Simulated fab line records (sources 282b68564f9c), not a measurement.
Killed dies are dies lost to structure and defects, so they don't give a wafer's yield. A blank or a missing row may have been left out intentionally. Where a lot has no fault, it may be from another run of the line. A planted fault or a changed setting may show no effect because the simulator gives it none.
Problem report in the 8D (eight disciplines) form, filled by code	flow ritCmos	the parts of the form that need people (team, actions taken, sign-off) are left out

1. WHAT IS WRONG
At RIT_M1_PROBE_99, killedAtFrontEnd averages 29.5 over 6 wafers from 2 lots, while fault-free wafers read 6.6, standard deviation 2.7. That is +8.5 standard deviations from the usual mean.
The first sign was on wafer L395.2 at day 5 03:43, on prober-02. Wafers with a number at this step in the record: 42, from 14 lots. Rule for "out", or "out of limits": more than 4 standard deviations from the usual mean. All remaining wafers that have a number are taken as sound.

2. WHAT IT IS AND WHAT IT IS NOT
question	is	is not
which readings at this step	killedAtFrontEnd, killedDies	killedAtContacts, killedOpen, killedShort
which lots	L395, L396	L387, L389, L390, L391, L392, L399, L402, L404, L406, L407, L408, L410
which wafers of those lots	all that have a number	-
read on which tools	prober-01, prober-02	-
when	from day 5 03:43	up to then (15 sound wafers); but 21 sound wafers of L399, L402, L404, L406, L407, L408, L410 came after

3. WHAT RULES OUT EACH SUSPECT
Counting: a tool at any process step up to the reading remains a suspect when it ran all the lots that are out and ran no sound lot after the first of those.
- plasmaAsher-04 at RIT_NLDD_STRIP_09 (strips in O2, time 180 s): kept. It processed each lot that is out, first L395 at day 4 12:49, and no sound lot thereafter; up to then, the last sound lot it processed was L392 at day 4 00:52.
The count leaves plasmaAsher-04 at RIT_NLDD_STRIP_09.

4. THE CAUSE (what the simulator had put in)
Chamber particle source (plasmaAsher-04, RIT_NLDD_STRIP_09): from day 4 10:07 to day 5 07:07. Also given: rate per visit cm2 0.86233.
Counting left only this tool.

5. SEQUENCE OF EFFECTS, ordered by route
Rows list readings where the struck wafers' mean (over those with a number) sits beyond 3 standard deviations from the usual. Only readings whose record carries a usual standard deviation are examined. hours: median over the lots of the time between each lot's start at the first step of this table that gives one and its start at this step. sigmas: the change, counted in usual standard deviations.
hours	step	reading	usual	on struck wafers	change	sigmas
0	RIT_M1_PROBE_99	killedAtFrontEnd	6.6	29.5	+22.9	+8.5
0	RIT_M1_PROBE_99	killedDies	6.7	29.5	+22.8	+8.4
0	RIT_M1_PROBE_99	killedOnRim	1.7	9.2	+7.5	+5.3
Here are the process steps it includes:
- RIT_M1_PROBE_99

6. WHAT WOULD HAVE CAUGHT IT SOONER
In this record the first reading out of limits was taken at day 5 03:43, 18 hours after the fault began at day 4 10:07.
An alarm limit of 4 standard deviations would not have fired on the tool readings at RIT_NLDD_STRIP_09 for which the record gives a usual standard deviation, since none of them was out on any struck wafer.
Lots out: 2; all had begun RIT_NLDD_STRIP_09 on plasmaAsher-04 by day 5 03:43. Holding the tool at that point would not have protected any of them.
